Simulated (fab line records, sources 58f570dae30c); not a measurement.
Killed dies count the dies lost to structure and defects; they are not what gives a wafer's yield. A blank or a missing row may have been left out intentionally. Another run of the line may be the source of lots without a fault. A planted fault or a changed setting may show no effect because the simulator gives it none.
Which tool did it? | flow berkeley-cmos170 | Sampling: 14 lots, 42 wafers, 4 of 331 route steps

== WHAT EACH GAUGE READ, for each wafer ==
UCB170_M3_OVL_MEAS_16. Usual: M3_OVL gives -1 nm (standard deviation 5.2).
lot  | measured     | on         | M3_OVL (nm) | flag
L703 | day 9 16:59  | overlay-01 | 3 -2 -4     |
L704 | day 9 17:15  | overlay-01 | -5 -4 0     |
L705 | day 9 17:42  | overlay-02 | -10 -3 -9   |
L706 | day 9 17:26  | overlay-02 | -2 4 4      |
L708 | day 9 17:25  | overlay-01 | 8 0 4       |
L710 | day 10 13:10 | overlay-02 | 4 3 -1      |
L712 | day 10 13:28 | overlay-02 | 2 2 -1      |
L709 | day 10 12:53 | overlay-02 | 0 -4 -6     |
L711 | day 10 12:59 | overlay-01 | 6 7 12      |
L713 | day 11 06:32 | overlay-01 | -4 7 -1     |
L714 | day 10 20:00 | overlay-02 | 4 -3 0      |
L720 | day 12 18:27 | overlay-01 | 0 -6 5      |
L723 | day 12 19:11 | overlay-02 | -3 5 5      |
L722 | day 12 19:19 | overlay-01 | -3 -9 -1    |

UCB170_M3_BOW_MEAS_20. Usual: M3_BOW gives 36 um (standard deviation 7.5).
lot  | measured     | on            | M3_BOW (um) | flag
L703 | day 9 17:35  | film-metro-02 | 30 25 43    |
L704 | day 9 17:47  | film-metro-04 | 42 45 27    |
L705 | day 9 18:17  | film-metro-04 | 33 28 38    |
L706 | day 9 17:57  | film-metro-02 | 36 40 33    |
L708 | day 9 17:55  | film-metro-04 | 35 41 43    |
L710 | day 10 13:40 | film-metro-01 | 43 48 33    |
L712 | day 10 13:56 | film-metro-04 | 30 38 40    |
L709 | day 10 13:23 | film-metro-04 | 45 51 49    |
L711 | day 10 13:29 | film-metro-02 | 50 32 39    |
L713 | day 11 07:02 | film-metro-04 | 43 35 40    |
L714 | day 10 20:31 | film-metro-02 | 37 31 42    |
L720 | day 12 19:06 | film-metro-01 | 39 28 28    |
L723 | day 12 19:40 | film-metro-02 | 48 33 47    |
L722 | day 12 19:49 | film-metro-02 | 36 34 33    |

== TOOL THAT RAN EACH LOT (tool first, then ch and the chambers of the sampled wafers, then the start) ==
lot  | UCB170_NVT_CLEAN_10             | UCB170_M1_ETCH_11
L703 | wet-bench-01 ch 2, day 6 15:22  | rie-diel-04 ch 2,3, day 8 18:19
L704 | wet-bench-01 ch 2, day 6 15:22  | rie-diel-02 ch 0,2, day 8 20:21
L705 | wet-bench-01 ch 1, day 6 15:22  | rie-diel-04 ch 1,2, day 8 20:40
L706 | wet-bench-01 ch 2, day 6 15:22  | rie-diel-02 ch 2,3, day 8 18:02
L708 | wet-bench-01 ch 2, day 7 07:13  | rie-diel-01 ch 0,2, day 8 21:30
L710 | wet-bench-02 ch 1, day 7 19:54  | rie-diel-04 ch 0,1,2, day 9 19:13
L712 | wet-bench-02 ch 1, day 7 20:04  | rie-diel-02 ch 0,1,2, day 9 21:01
L709 | wet-bench-01 ch 0, day 7 20:23  | rie-diel-04 ch 1,2,3, day 9 19:56
L711 | wet-bench-01 ch 3, day 7 20:34  | rie-diel-01 ch 1,2, day 9 20:44
L713 | wet-bench-02 ch 3, day 8 11:29  | rie-diel-01 ch 1,3, day 10 15:06
L714 | wet-bench-02 ch 3, day 8 11:29  | rie-diel-04 ch 1,2,3, day 10 07:11
L720 | wet-bench-02 ch 0, day 10 09:56 | rie-diel-04 ch 0,1,2, day 12 02:23
L723 | wet-bench-02 ch 2, day 10 10:34 | rie-diel-04 ch 1,3, day 12 02:56
L722 | wet-bench-02 ch 3, day 10 10:56 | rie-diel-02 ch 1,2,3, day 12 04:29
- UCB170_NVT_CLEAN_10: cleans in SPM, time 600 s.
- UCB170_M1_ETCH_11: etches BARC in N2/H2.

== WHAT THE TOOLS THEMSELVES READ (means of the sampled wafers that have a number; where no wafer has one, the mark that the record gives instead) ==
UCB170_M1_ETCH_11. Usual: drypump-motor-current-A 5.8 A, standard deviation 0.46; oes-product-au 0.993 a.u., standard deviation 0.016; throttle-valve-pct 13.28 %, standard deviation 0.16.
lot  | tool        | drypump-motor-current-A (A) | oes-product-au (a.u.) | throttle-valve-pct (%) | flag
L703 | rie-diel-04 | 5.9                         | 0.973                 | 13.10                  |
L704 | rie-diel-02 | 5.8                         | 1.003                 | 13.22                  |
L705 | rie-diel-04 | 5.6                         | 0.990                 | 13.18                  |
L706 | rie-diel-02 | 5.4                         | 0.982                 | 13.38                  |
L708 | rie-diel-01 | 6.2                         | 0.992                 | 13.12                  |
L710 | rie-diel-04 | 5.5                         | 0.998                 | 13.32                  |
L712 | rie-diel-02 | 5.9                         | 0.996                 | 13.25                  |
L709 | rie-diel-04 | 5.7                         | 0.986                 | 13.27                  |
L711 | rie-diel-01 | 6.2                         | 0.996                 | 13.17                  |
L713 | rie-diel-01 | 6.0                         | 1.008                 | 13.34                  |
L714 | rie-diel-04 | 5.7                         | 0.983                 | 13.26                  |
L720 | rie-diel-04 | 5.5                         | 1.000                 | 13.32                  |
L723 | rie-diel-04 | 5.7                         | 0.984                 | 13.32                  |
L722 | rie-diel-02 | 5.7                         | 0.987                 | 13.34                  |

== THE ANSWER, worked out from the rows above alone ==
Rule: a lot counts as off when the mean over its wafers that have a number is more than 3 standard deviations away from the usual mean. A lot without any number at a reading at which 4 lots or more have one is off too. The other lots that the step has rows for count as sound. Order of review: gauges by route order, followed by the tools' own readings, for which a lot's mean as printed above is used. At the first step where some lot is off, the reading lying furthest off is the one used; lots without a number count as furthest.
No lot is off at any reading shown: from this, nothing can be told.

== WHAT THE SIMULATOR HAD INSERTED ==
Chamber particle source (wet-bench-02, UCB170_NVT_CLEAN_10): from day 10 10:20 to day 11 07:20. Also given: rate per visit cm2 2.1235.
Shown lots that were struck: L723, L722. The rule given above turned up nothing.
